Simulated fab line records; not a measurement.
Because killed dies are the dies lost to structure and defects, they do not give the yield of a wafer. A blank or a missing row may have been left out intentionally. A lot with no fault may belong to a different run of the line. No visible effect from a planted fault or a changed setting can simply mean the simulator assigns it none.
The tool behind it: which one? || flow ritCmos || Sampling: 14 lots, 42 wafers, 5 of 202 route steps

## WHAT THE GAUGES SHOWED, per wafer
No reading from a measuring or inspecting step in the record can be judged against a usual standard deviation.

## WHAT TOOL EACH LOT RAN ON (gives the tool, then ch and the chambers of the sampled wafers, and finally the start)
{"lot": "L734", "RIT_NRETRO_STRIP_09": "plasmaAsher-03 ch 0,1, day 2 08:33", "RIT_PRETRO_STRIP_09": "plasmaAsher-03 ch 0, day 2 10:06", "RIT_GATE_OXIDATION_05": "furnace-01 ch 0, day 2 11:07", "RIT_NLDD_STRIP_09": "plasmaAsher-04 ch 0,1, day 2 22:47", "RIT_M1_PROBE_99": "prober-02, day 3 14:28"}
{"lot": "L735", "RIT_NRETRO_STRIP_09": "plasmaAsher-01 ch 0,1, day 2 14:15", "RIT_PRETRO_STRIP_09": "plasmaAsher-01 ch 0,1, day 2 15:48", "RIT_GATE_OXIDATION_05": "furnace-04 ch 0, day 2 17:19", "RIT_NLDD_STRIP_09": "plasmaAsher-04 ch 0,1, day 3 02:51", "RIT_M1_PROBE_99": "prober-01, day 3 18:35"}
{"lot": "L736", "RIT_NRETRO_STRIP_09": "plasmaAsher-01 ch 0,1, day 2 17:20", "RIT_PRETRO_STRIP_09": "plasmaAsher-03 ch 0,1, day 2 20:50", "RIT_GATE_OXIDATION_05": "furnace-04 ch 0, day 2 22:49", "RIT_NLDD_STRIP_09": "plasmaAsher-02 ch 0,1, day 3 10:03", "RIT_M1_PROBE_99": "prober-02, day 4 01:41"}
{"lot": "L737", "RIT_NRETRO_STRIP_09": "plasmaAsher-01 ch 0,1, day 2 22:16", "RIT_PRETRO_STRIP_09": "plasmaAsher-01 ch 0,1, day 2 23:49", "RIT_GATE_OXIDATION_05": "furnace-04 ch 0, day 3 01:28", "RIT_NLDD_STRIP_09": "plasmaAsher-04 ch 0,1, day 3 10:41", "RIT_M1_PROBE_99": "prober-01, day 4 03:11"}
{"lot": "L739", "RIT_NRETRO_STRIP_09": "plasmaAsher-01 ch 0,1, day 3 08:18", "RIT_PRETRO_STRIP_09": "plasmaAsher-01 ch 0,1, day 3 09:54", "RIT_GATE_OXIDATION_05": "furnace-03 ch 0, day 3 10:46", "RIT_NLDD_STRIP_09": "plasmaAsher-04 ch 0,1, day 3 20:57", "RIT_M1_PROBE_99": "prober-01, day 4 12:55"}
{"lot": "L740", "RIT_NRETRO_STRIP_09": "plasmaAsher-01 ch 0, day 3 13:27", "RIT_PRETRO_STRIP_09": "plasmaAsher-01 ch 0, day 3 15:07", "RIT_GATE_OXIDATION_05": "furnace-01 ch 0, day 3 15:53", "RIT_NLDD_STRIP_09": "plasmaAsher-01 ch 0,1, day 4 01:13", "RIT_M1_PROBE_99": "prober-02, day 4 16:43"}
{"lot": "L741", "RIT_NRETRO_STRIP_09": "plasmaAsher-02 ch 0,1, day 3 17:28", "RIT_PRETRO_STRIP_09": "plasmaAsher-04 ch 0,1, day 3 19:05", "RIT_GATE_OXIDATION_05": "furnace-04 ch 0, day 3 19:58", "RIT_NLDD_STRIP_09": "plasmaAsher-04 ch 0,1, day 4 05:59", "RIT_M1_PROBE_99": "prober-01, day 4 21:14"}
{"lot": "L742", "RIT_NRETRO_STRIP_09": "plasmaAsher-02 ch 0,1, day 4 01:59", "RIT_PRETRO_STRIP_09": "plasmaAsher-04 ch 0,1, day 4 03:37", "RIT_GATE_OXIDATION_05": "furnace-04 ch 0, day 4 04:37", "RIT_NLDD_STRIP_09": "plasmaAsher-01 ch 0,1, day 4 14:04", "RIT_M1_PROBE_99": "prober-02, day 5 06:49"}
{"lot": "L746", "RIT_NRETRO_STRIP_09": "plasmaAsher-01 ch 0,1, day 4 19:27", "RIT_PRETRO_STRIP_09": "plasmaAsher-01 ch 0,1, day 4 21:00", "RIT_GATE_OXIDATION_05": "furnace-01 ch 0, day 4 21:47", "RIT_NLDD_STRIP_09": "plasmaAsher-04 ch 0,1, day 5 07:40", "RIT_M1_PROBE_99": "prober-02, day 5 23:25"}
{"lot": "L750", "RIT_NRETRO_STRIP_09": "plasmaAsher-03 ch 0,1, day 5 15:42", "RIT_PRETRO_STRIP_09": "plasmaAsher-03 ch 0,1, day 5 17:15", "RIT_GATE_OXIDATION_05": "furnace-01 ch 0, day 5 23:18", "RIT_NLDD_STRIP_09": "plasmaAsher-02 ch 0,1, day 6 13:00", "RIT_M1_PROBE_99": "prober-02, day 7 04:13"}
{"lot": "L751", "RIT_NRETRO_STRIP_09": "plasmaAsher-03 ch 1, day 5 21:04", "RIT_PRETRO_STRIP_09": "plasmaAsher-04 ch 0, day 5 22:37", "RIT_GATE_OXIDATION_05": "furnace-01 ch 0, day 6 02:18", "RIT_NLDD_STRIP_09": "plasmaAsher-01 ch 1, day 6 13:17", "RIT_M1_PROBE_99": "prober-01, day 7 05:43"}
{"lot": "L753", "RIT_NRETRO_STRIP_09": "plasmaAsher-01 ch 0,1, day 6 14:49", "RIT_PRETRO_STRIP_09": "plasmaAsher-01 ch 0, day 6 16:29", "RIT_GATE_OXIDATION_05": "furnace-04 ch 0, day 6 19:46", "RIT_NLDD_STRIP_09": "plasmaAsher-01 ch 0,1, day 7 07:04", "RIT_M1_PROBE_99": "prober-01, day 7 22:11"}
{"lot": "L754", "RIT_NRETRO_STRIP_09": "plasmaAsher-03 ch 0,1, day 6 18:10", "RIT_PRETRO_STRIP_09": "plasmaAsher-03 ch 0,1, day 6 19:53", "RIT_GATE_OXIDATION_05": "furnace-03 ch 0, day 6 20:50", "RIT_NLDD_STRIP_09": "plasmaAsher-02 ch 0,1, day 7 07:11", "RIT_M1_PROBE_99": "prober-02, day 7 23:38"}
{"lot": "L756", "RIT_NRETRO_STRIP_09": "plasmaAsher-03 ch 0,1, day 6 22:32", "RIT_PRETRO_STRIP_09": "plasmaAsher-04 ch 0,1, day 7 00:08", "RIT_GATE_OXIDATION_05": "furnace-04 ch 0, day 7 00:52", "RIT_NLDD_STRIP_09": "plasmaAsher-01 ch 0,1, day 7 15:17", "RIT_M1_PROBE_99": "prober-02, day 8 06:45"}
- RIT_NRETRO_STRIP_09: strips in O2, time 180 s.
- RIT_PRETRO_STRIP_09: strips in O2, time 180 s.
- RIT_GATE_OXIDATION_05: target thk 3 nm, ox time 270 s.
- RIT_NLDD_STRIP_09: strips in O2, time 180 s.
- RIT_M1_PROBE_99

## WHAT THE TOOLS THEMSELVES READ (means of the sampled wafers that have a number; where no wafer has one, the mark that the record gives instead)
RIT_NRETRO_STRIP_09. Usual: chamberPressureMTorr 4000 mTorr, standard deviation 3.6; drypumpMotorCurrentA 5.86 A, standard deviation 0.21.
{"lot": "L734", "tool": "plasmaAsher-03", "chamberPressureMTorr (mTorr)": 4000, "drypumpMotorCurrentA (A)": 6.10, "flag": ""}
{"lot": "L735", "tool": "plasmaAsher-01", "chamberPressureMTorr (mTorr)": 4001, "drypumpMotorCurrentA (A)": 5.66, "flag": ""}
{"lot": "L736", "tool": "plasmaAsher-01", "chamberPressureMTorr (mTorr)": 3998, "drypumpMotorCurrentA (A)": 5.67, "flag": ""}
{"lot": "L737", "tool": "plasmaAsher-01", "chamberPressureMTorr (mTorr)": 3995, "drypumpMotorCurrentA (A)": 5.68, "flag": ""}
{"lot": "L739", "tool": "plasmaAsher-01", "chamberPressureMTorr (mTorr)": 4000, "drypumpMotorCurrentA (A)": 5.67, "flag": ""}
{"lot": "L740", "tool": "plasmaAsher-01", "chamberPressureMTorr (mTorr)": 4000, "drypumpMotorCurrentA (A)": 5.65, "flag": ""}
{"lot": "L741", "tool": "plasmaAsher-02", "chamberPressureMTorr (mTorr)": 4001, "drypumpMotorCurrentA (A)": 5.80, "flag": ""}
{"lot": "L742", "tool": "plasmaAsher-02", "chamberPressureMTorr (mTorr)": 3998, "drypumpMotorCurrentA (A)": 5.83, "flag": ""}
{"lot": "L746", "tool": "plasmaAsher-01", "chamberPressureMTorr (mTorr)": 4002, "drypumpMotorCurrentA (A)": 5.65, "flag": ""}
{"lot": "L750", "tool": "plasmaAsher-03", "chamberPressureMTorr (mTorr)": 3996, "drypumpMotorCurrentA (A)": 6.04, "flag": ""}
{"lot": "L751", "tool": "plasmaAsher-03", "chamberPressureMTorr (mTorr)": 4001, "drypumpMotorCurrentA (A)": 5.97, "flag": ""}
{"lot": "L753", "tool": "plasmaAsher-01", "chamberPressureMTorr (mTorr)": 4000, "drypumpMotorCurrentA (A)": 5.67, "flag": ""}
{"lot": "L754", "tool": "plasmaAsher-03", "chamberPressureMTorr (mTorr)": 4001, "drypumpMotorCurrentA (A)": 6.04, "flag": ""}
{"lot": "L756", "tool": "plasmaAsher-03", "chamberPressureMTorr (mTorr)": 3996, "drypumpMotorCurrentA (A)": 6.02, "flag": ""}

RIT_PRETRO_STRIP_09. Usual: chamberPressureMTorr 4000 mTorr, standard deviation 3.8; drypumpMotorCurrentA 5.97 A, standard deviation 0.26.
{"lot": "L734", "tool": "plasmaAsher-03", "chamberPressureMTorr (mTorr)": 4001, "drypumpMotorCurrentA (A)": 6.15, "flag": ""}
{"lot": "L735", "tool": "plasmaAsher-01", "chamberPressureMTorr (mTorr)": 4002, "drypumpMotorCurrentA (A)": 5.65, "flag": ""}
{"lot": "L736", "tool": "plasmaAsher-03", "chamberPressureMTorr (mTorr)": 4002, "drypumpMotorCurrentA (A)": 6.10, "flag": ""}
{"lot": "L737", "tool": "plasmaAsher-01", "chamberPressureMTorr (mTorr)": 4002, "drypumpMotorCurrentA (A)": 5.66, "flag": ""}
{"lot": "L739", "tool": "plasmaAsher-01", "chamberPressureMTorr (mTorr)": 3998, "drypumpMotorCurrentA (A)": 5.67, "flag": ""}
{"lot": "L740", "tool": "plasmaAsher-01", "chamberPressureMTorr (mTorr)": 3999, "drypumpMotorCurrentA (A)": 5.63, "flag": ""}
{"lot": "L741", "tool": "plasmaAsher-04", "chamberPressureMTorr (mTorr)": 3998, "drypumpMotorCurrentA (A)": 6.28, "flag": ""}
{"lot": "L742", "tool": "plasmaAsher-04", "chamberPressureMTorr (mTorr)": 3996, "drypumpMotorCurrentA (A)": 6.29, "flag": ""}
{"lot": "L746", "tool": "plasmaAsher-01", "chamberPressureMTorr (mTorr)": 4001, "drypumpMotorCurrentA (A)": 5.67, "flag": ""}
{"lot": "L750", "tool": "plasmaAsher-03", "chamberPressureMTorr (mTorr)": 4003, "drypumpMotorCurrentA (A)": 6.09, "flag": ""}
{"lot": "L751", "tool": "plasmaAsher-04", "chamberPressureMTorr (mTorr)": 4000, "drypumpMotorCurrentA (A)": 6.06, "flag": ""}
{"lot": "L753", "tool": "plasmaAsher-01", "chamberPressureMTorr (mTorr)": 4000, "drypumpMotorCurrentA (A)": 5.64, "flag": ""}
{"lot": "L754", "tool": "plasmaAsher-03", "chamberPressureMTorr (mTorr)": 4000, "drypumpMotorCurrentA (A)": 6.02, "flag": ""}
{"lot": "L756", "tool": "plasmaAsher-04", "chamberPressureMTorr (mTorr)": 4000, "drypumpMotorCurrentA (A)": 6.29, "flag": ""}

RIT_GATE_OXIDATION_05. Usual: spikeTcCentreC 902.3 C, standard deviation 1.5; spikeTcSourceC 922.0 C, standard deviation 1.2.
{"lot": "L734", "tool": "furnace-01", "spikeTcCentreC (C)": 903.2, "spikeTcSourceC (C)": 923.4, "flag": ""}
{"lot": "L735", "tool": "furnace-04", "spikeTcCentreC (C)": 902.9, "spikeTcSourceC (C)": 921.9, "flag": ""}
{"lot": "L736", "tool": "furnace-04", "spikeTcCentreC (C)": 902.7, "spikeTcSourceC (C)": 921.0, "flag": ""}
{"lot": "L737", "tool": "furnace-04", "spikeTcCentreC (C)": 902.4, "spikeTcSourceC (C)": 920.7, "flag": ""}
{"lot": "L739", "tool": "furnace-03", "spikeTcCentreC (C)": 900.3, "spikeTcSourceC (C)": 922.9, "flag": ""}
{"lot": "L740", "tool": "furnace-01", "spikeTcCentreC (C)": 904.2, "spikeTcSourceC (C)": 922.9, "flag": ""}
{"lot": "L741", "tool": "furnace-04", "spikeTcCentreC (C)": 902.7, "spikeTcSourceC (C)": 921.3, "flag": ""}
{"lot": "L742", "tool": "furnace-04", "spikeTcCentreC (C)": 901.3, "spikeTcSourceC (C)": 920.8, "flag": ""}
{"lot": "L746", "tool": "furnace-01", "spikeTcCentreC (C)": 902.9, "spikeTcSourceC (C)": 924.0, "flag": ""}
{"lot": "L750", "tool": "furnace-01", "spikeTcCentreC (C)": 903.5, "spikeTcSourceC (C)": 923.1, "flag": ""}
{"lot": "L751", "tool": "furnace-01", "spikeTcCentreC (C)": 903.0, "spikeTcSourceC (C)": 922.7, "flag": ""}
{"lot": "L753", "tool": "furnace-04", "spikeTcCentreC (C)": 902.0, "spikeTcSourceC (C)": 921.6, "flag": ""}
{"lot": "L754", "tool": "furnace-03", "spikeTcCentreC (C)": 899.6, "spikeTcSourceC (C)": 921.9, "flag": ""}
{"lot": "L756", "tool": "furnace-04", "spikeTcCentreC (C)": 902.1, "spikeTcSourceC (C)": 920.8, "flag": ""}

RIT_NLDD_STRIP_09. Usual: chamberPressureMTorr 4000 mTorr, standard deviation 3.6; drypumpMotorCurrentA 5.91 A, standard deviation 0.27.
{"lot": "L734", "tool": "plasmaAsher-04", "chamberPressureMTorr (mTorr)": 4000, "drypumpMotorCurrentA (A)": 6.28, "flag": ""}
{"lot": "L735", "tool": "plasmaAsher-04", "chamberPressureMTorr (mTorr)": 3999, "drypumpMotorCurrentA (A)": 6.26, "flag": ""}
{"lot": "L736", "tool": "plasmaAsher-02", "chamberPressureMTorr (mTorr)": 4000, "drypumpMotorCurrentA (A)": 5.81, "flag": ""}
{"lot": "L737", "tool": "plasmaAsher-04", "chamberPressureMTorr (mTorr)": 4005, "drypumpMotorCurrentA (A)": 6.31, "flag": ""}
{"lot": "L739", "tool": "plasmaAsher-04", "chamberPressureMTorr (mTorr)": 3998, "drypumpMotorCurrentA (A)": 6.16, "flag": ""}
{"lot": "L740", "tool": "plasmaAsher-01", "chamberPressureMTorr (mTorr)": 3999, "drypumpMotorCurrentA (A)": 5.67, "flag": ""}
{"lot": "L741", "tool": "plasmaAsher-04", "chamberPressureMTorr (mTorr)": 3996, "drypumpMotorCurrentA (A)": 6.30, "flag": ""}
{"lot": "L742", "tool": "plasmaAsher-01", "chamberPressureMTorr (mTorr)": 4000, "drypumpMotorCurrentA (A)": 5.68, "flag": ""}
{"lot": "L746", "tool": "plasmaAsher-04", "chamberPressureMTorr (mTorr)": 3999, "drypumpMotorCurrentA (A)": 6.15, "flag": ""}
{"lot": "L750", "tool": "plasmaAsher-02", "chamberPressureMTorr (mTorr)": 4000, "drypumpMotorCurrentA (A)": 5.93, "flag": ""}
{"lot": "L751", "tool": "plasmaAsher-01", "chamberPressureMTorr (mTorr)": 4001, "drypumpMotorCurrentA (A)": 5.70, "flag": ""}
{"lot": "L753", "tool": "plasmaAsher-01", "chamberPressureMTorr (mTorr)": 3999, "drypumpMotorCurrentA (A)": 5.68, "flag": ""}
{"lot": "L754", "tool": "plasmaAsher-02", "chamberPressureMTorr (mTorr)": 4002, "drypumpMotorCurrentA (A)": 5.82, "flag": ""}
{"lot": "L756", "tool": "plasmaAsher-01", "chamberPressureMTorr (mTorr)": 4002, "drypumpMotorCurrentA (A)": 5.66, "flag": ""}

RIT_M1_PROBE_99. Usual: killed_at_M0_to_M3 0.0, standard deviation 0.12; killedAtContacts 0.0, standard deviation 0.2; killedAtFrontEnd 6.6, standard deviation 2.8; killedDies 6.6, standard deviation 2.8; killedOnRim 1.8, standard deviation 1.2; killedOpen 3.3, standard deviation 1.9; killedShort 3.2, standard deviation 1.8.
{"lot": "L734", "tool": "prober-02", "killed_at_M0_to_M3": 0.0, "killedAtContacts": 0.0, "killedAtFrontEnd": 7.0, "killedDies": 7.0, "killedOnRim": 1.7, "killedOpen": 4.3, "killedShort": 2.7, "flag": ""}
{"lot": "L735", "tool": "prober-01", "killed_at_M0_to_M3": 0.3, "killedAtContacts": 0.0, "killedAtFrontEnd": 6.0, "killedDies": 6.3, "killedOnRim": 2.3, "killedOpen": 1.7, "killedShort": 4.3, "flag": ""}
{"lot": "L736", "tool": "prober-02", "killed_at_M0_to_M3": 0.0, "killedAtContacts": 0.0, "killedAtFrontEnd": 5.7, "killedDies": 5.7, "killedOnRim": 1.0, "killedOpen": 2.0, "killedShort": 3.7, "flag": ""}
{"lot": "L737", "tool": "prober-01", "killed_at_M0_to_M3": 0.0, "killedAtContacts": 0.0, "killedAtFrontEnd": 7.0, "killedDies": 7.0, "killedOnRim": 1.0, "killedOpen": 3.7, "killedShort": 3.3, "flag": ""}
{"lot": "L739", "tool": "prober-01", "killed_at_M0_to_M3": 0.0, "killedAtContacts": 0.0, "killedAtFrontEnd": 9.0, "killedDies": 9.0, "killedOnRim": 2.7, "killedOpen": 4.3, "killedShort": 4.7, "flag": ""}
{"lot": "L740", "tool": "prober-02", "killed_at_M0_to_M3": 0.0, "killedAtContacts": 0.3, "killedAtFrontEnd": 8.7, "killedDies": 9.0, "killedOnRim": 2.3, "killedOpen": 4.0, "killedShort": 5.0, "flag": ""}
{"lot": "L741", "tool": "prober-01", "killed_at_M0_to_M3": 0.0, "killedAtContacts": 0.0, "killedAtFrontEnd": 6.7, "killedDies": 6.7, "killedOnRim": 2.3, "killedOpen": 3.0, "killedShort": 3.3, "flag": ""}
{"lot": "L742", "tool": "prober-02", "killed_at_M0_to_M3": 0.0, "killedAtContacts": 0.3, "killedAtFrontEnd": 3.7, "killedDies": 4.0, "killedOnRim": 1.3, "killedOpen": 2.3, "killedShort": 1.7, "flag": ""}
{"lot": "L746", "tool": "prober-02", "killed_at_M0_to_M3": 0.0, "killedAtContacts": 0.0, "killedAtFrontEnd": 7.3, "killedDies": 7.3, "killedOnRim": 2.0, "killedOpen": 3.7, "killedShort": 3.7, "flag": ""}
{"lot": "L750", "tool": "prober-02", "killed_at_M0_to_M3": 0.0, "killedAtContacts": 0.0, "killedAtFrontEnd": 107.3, "killedDies": 107.3, "killedOnRim": 29.7, "killedOpen": 3.0, "killedShort": 3.7, "flag": "OFF"}
{"lot": "L751", "tool": "prober-01", "killed_at_M0_to_M3": 0.0, "killedAtContacts": 0.0, "killedAtFrontEnd": 114.7, "killedDies": 114.7, "killedOnRim": 29.0, "killedOpen": 2.7, "killedShort": 1.7, "flag": "OFF"}
{"lot": "L753", "tool": "prober-01", "killed_at_M0_to_M3": 0.0, "killedAtContacts": 0.3, "killedAtFrontEnd": 6.0, "killedDies": 6.3, "killedOnRim": 1.7, "killedOpen": 2.7, "killedShort": 3.7, "flag": ""}
{"lot": "L754", "tool": "prober-02", "killed_at_M0_to_M3": 0.0, "killedAtContacts": 0.0, "killedAtFrontEnd": 4.0, "killedDies": 4.0, "killedOnRim": 1.7, "killedOpen": 2.3, "killedShort": 1.7, "flag": ""}
{"lot": "L756", "tool": "prober-02", "killed_at_M0_to_M3": 0.0, "killedAtContacts": 0.0, "killedAtFrontEnd": 6.7, "killedDies": 6.7, "killedOnRim": 2.3, "killedOpen": 3.0, "killedShort": 3.7, "flag": ""}

## THE ANSWER, worked out from the rows above alone
Rule: lot off if the mean of its wafers having a number is beyond 3 standard deviations from the usual mean. A lot without any number at a reading at which 4 lots or more have one is off too. All remaining lots with rows at the step are treated as sound. Order of review: gauges by route order, followed by the tools' own readings, for which a lot's mean as printed above is used. The first step at which some lot is off is used, and at that step the reading that is off furthest; a lot without a number counts as furthest.
Off at RIT_M1_PROBE_99 (killedAtFrontEnd): L750, L751.
If a tool, at that step or one of the process steps before it, ran each lot that is off and ran no sound lot following the first of them, it fits. One candidate fits, namely furnace-01 at RIT_GATE_OXIDATION_05. Its last sound lot is L746 (day 4 21:47), its first lot that is off L750 (day 5 23:18): a fault that began between those two fits.

## WHAT WAS PUT IN BY THE SIMULATOR
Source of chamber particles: furnace-01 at RIT_GATE_OXIDATION_05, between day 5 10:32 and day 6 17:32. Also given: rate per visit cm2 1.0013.
Lots struck among those shown: L750, L751. The rule given above showed the same thing.
